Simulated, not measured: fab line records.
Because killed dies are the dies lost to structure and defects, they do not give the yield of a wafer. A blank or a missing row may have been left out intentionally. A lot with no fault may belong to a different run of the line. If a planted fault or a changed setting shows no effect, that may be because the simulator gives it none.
Chamber matching + flow berkeley cmos170 + 4 sister chambers for UCB170_M3_ETCH_17 on rie diel-01
The step etches BARC in N2/H2. 16 wafers are shown with their chamber, then 7 later ones without.

WAFERS WITH THEIR CHAMBER
| wafer  | chamber | throttle valve pct (%) | drypump motor current A (A) | oes product au (a.u.) |
|--------|---------|------------------------|-----------------------------|-----------------------|
| L298.2 | 3       | 13.60                  | 6.6                         | 0.982                 |
| L298.3 | 0       | 13.07                  | 6.8                         | 0.973                 |
| L298.5 | 0       | 13.07                  | 6.8                         | 0.965                 |
| L299.3 | 3       | 13.60                  | 6.5                         | 1.001                 |
| L299.4 | 2       | 13.51                  | 5.7                         | 1.005                 |
| L299.5 | 1       | 13.05                  | 5.0                         | 1.023                 |
| L304.4 | 3       | 13.59                  | 6.6                         | 0.989                 |
| L304.6 | 0       | 13.07                  | 6.8                         | 0.964                 |
| L315.1 | 3       | 13.60                  | 6.6                         | 1.004                 |
| L315.4 | 2       | 13.50                  | 5.7                         | 1.013                 |
| L315.6 | 2       | 13.49                  | 5.6                         | 1.005                 |
| L316.3 | 2       | 13.51                  | 5.6                         | 1.012                 |
| L316.4 | 1       | 13.04                  | 4.9                         | 1.020                 |
| L316.6 | 2       | 13.51                  | 5.6                         | 1.009                 |
| L317.3 | 0       | 13.08                  | 6.8                         | 0.966                 |
| L317.4 | 3       | 13.60                  | 6.5                         | 1.005                 |

SIGNATURES (means of the wafers above)
| reading                 | chamber 0 | chamber 1 | chamber 2 | chamber 3 | scatter within a chamber |
|-------------------------|-----------|-----------|-----------|-----------|--------------------------|
| throttle valve pct      | 13.0725   | 13.0450   | 13.5040   | 13.5980   | 0.00661                  |
| drypump motor current A | 6.800     | 4.950     | 5.640     | 6.560     | 0.0492                   |
| oes product au          | 0.96700   | 1.02150   | 1.00880   | 0.99620   | 0.00662                  |
Rule: for a wafer and a chamber, the distance is found by dividing, reading by reading, the gap between the wafer's reading and the chamber's mean by the reading's scatter, squaring, summing and taking the root. The wafer belongs to the nearest chamber; if the next one is less than 2 further off, it can't be placed. The scatter: take each reading less its chamber's mean, square it, sum over the shown wafers, divide by the number of wafers less the number of chambers, and take the root.

WAFERS WITH NO CHAMBER GIVEN
| wafer  | throttle valve pct (%) | drypump motor current A (A) | oes product au (a.u.) |
|--------|------------------------|-----------------------------|-----------------------|
| L317.6 | 13.60                  | 6.5                         | 0.997                 |
| L318.1 | 13.59                  | 6.6                         | 0.996                 |
| L318.2 | 13.04                  | 5.0                         | 1.018                 |
| L318.3 | 13.51                  | 5.7                         | 0.985                 |
| L319.1 | 13.51                  | 5.7                         | 1.001                 |
| L319.5 | 13.06                  | 6.9                         | 0.970                 |
| L319.6 | 13.06                  | 4.9                         | 1.029                 |

EACH ONE'S CHAMBER
| wafer  | from the rows above | in truth |
|--------|---------------------|----------|
| L317.6 | 3                   | 3        |
| L318.1 | 3                   | 3        |
| L318.2 | 1                   | 1        |
| L318.3 | 2                   | 2        |
| L319.1 | 2                   | 2        |
| L319.5 | 0                   | 0        |
| L319.6 | 1                   | 1        |
Placed correctly: 7 of 7. Number that these rows cannot place: 0. 0 placed wrongly.
